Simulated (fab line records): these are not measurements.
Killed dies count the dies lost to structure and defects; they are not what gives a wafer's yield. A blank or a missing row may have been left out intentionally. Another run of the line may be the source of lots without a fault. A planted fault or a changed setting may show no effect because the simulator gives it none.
Which tool was responsible? :: flow berkeley cmos170 :: route of 331 steps, sampled at 1 step: 15 lots, 45 wafers

== WHAT THE GAUGES READ, wafer by wafer ==
UCB170_ACTIVE_CD_MEAS_13 targets a cd of 1200 nm.
lot: L124
measured: day 4 12:46
on: cd sem-01
cd nm (nm): 1202.1 1200.2 1201.1

lot: L125
measured: day 4 13:48
on: cd sem-01
cd nm (nm): 1199.2 1200.3 1198.7

lot: L126
measured: day 5 01:46
on: cd sem-02
cd nm (nm): 1198.8 1196.9 1197.1

lot: L131
measured: day 5 19:39
on: cd sem-02
cd nm (nm): 1201.1 1202.0 1201.0

lot: L133
measured: day 6 06:17
on: cd sem-02
cd nm (nm): 1202.4 1201.7 1203.1

lot: L132
measured: day 6 06:31
on: cd sem-01
cd nm (nm): 1202.4 1201.4 1202.1

lot: L134
measured: day 6 06:44
on: cd sem-02
cd nm (nm): 1200.5 1199.5 1200.5

lot: L135
measured: day 6 15:26
on: cd sem-01
cd nm (nm): 1200.7 1200.9 1199.9

lot: L137
measured: day 7 09:08
on: cd sem-01
cd nm (nm): 1198.8 1198.7 1199.1

lot: L139
measured: day 7 20:34
on: cd sem-01
cd nm (nm): 1198.9 1200.3 1199.8

lot: L140
measured: day 8 00:50
on: cd sem-01
cd nm (nm): 1199.6 1199.2 1201.4

lot: L142
measured: day 8 07:35
on: cd sem-01
cd nm (nm): 1200.1 1198.7 1199.7

lot: L144
measured: day 9 14:11
on: cd sem-01
cd nm (nm): 1201.6 1202.2 1200.7

lot: L145
measured: day 9 21:38
on: cd sem-01
cd nm (nm): 1201.8 1201.0 1200.0

lot: L147
measured: day 9 21:44
on: cd sem-01
cd nm (nm): 1201.5 1200.9 1202.3

== WHAT TOOL EACH LOT RAN ON (gives the tool, then ch and the chambers of the sampled wafers, and finally the start) ==
The record shows no process step preceding these readings.

== AS READ BY THE TOOLS THEMSELVES (means over the sampled wafers that have a number; for cases with no such wafer, the mark the record gives instead) ==
The record holds no such reading with a usual standard deviation.

== THE ANSWER, worked out from the rows above alone ==
Rule: the lots themselves supply what counts as usual. Put in order of their means at a reading, lots are off if they are a third of the lots or fewer, leave a main group of 4 or more, and stand apart from it by a gap of 3 or more times the standard deviation of the main group's means; of several such gaps the widest counts. The tables above print the reading to a certain number of digits; a main group whose means all agree to those digits is not used. Also off: a lot with no number at a reading for which 4 or more lots have one. The other lots that the step has rows for count as sound. First the gauges in route order, then the tools' own readings, where a lot's mean is used as printed above. At the first step where some lot is off, the reading lying furthest off is the one used; lots without a number count as furthest.
No lot is off at any reading shown: from this, nothing can be told.

== WHAT WAS PUT IN BY THE SIMULATOR ==
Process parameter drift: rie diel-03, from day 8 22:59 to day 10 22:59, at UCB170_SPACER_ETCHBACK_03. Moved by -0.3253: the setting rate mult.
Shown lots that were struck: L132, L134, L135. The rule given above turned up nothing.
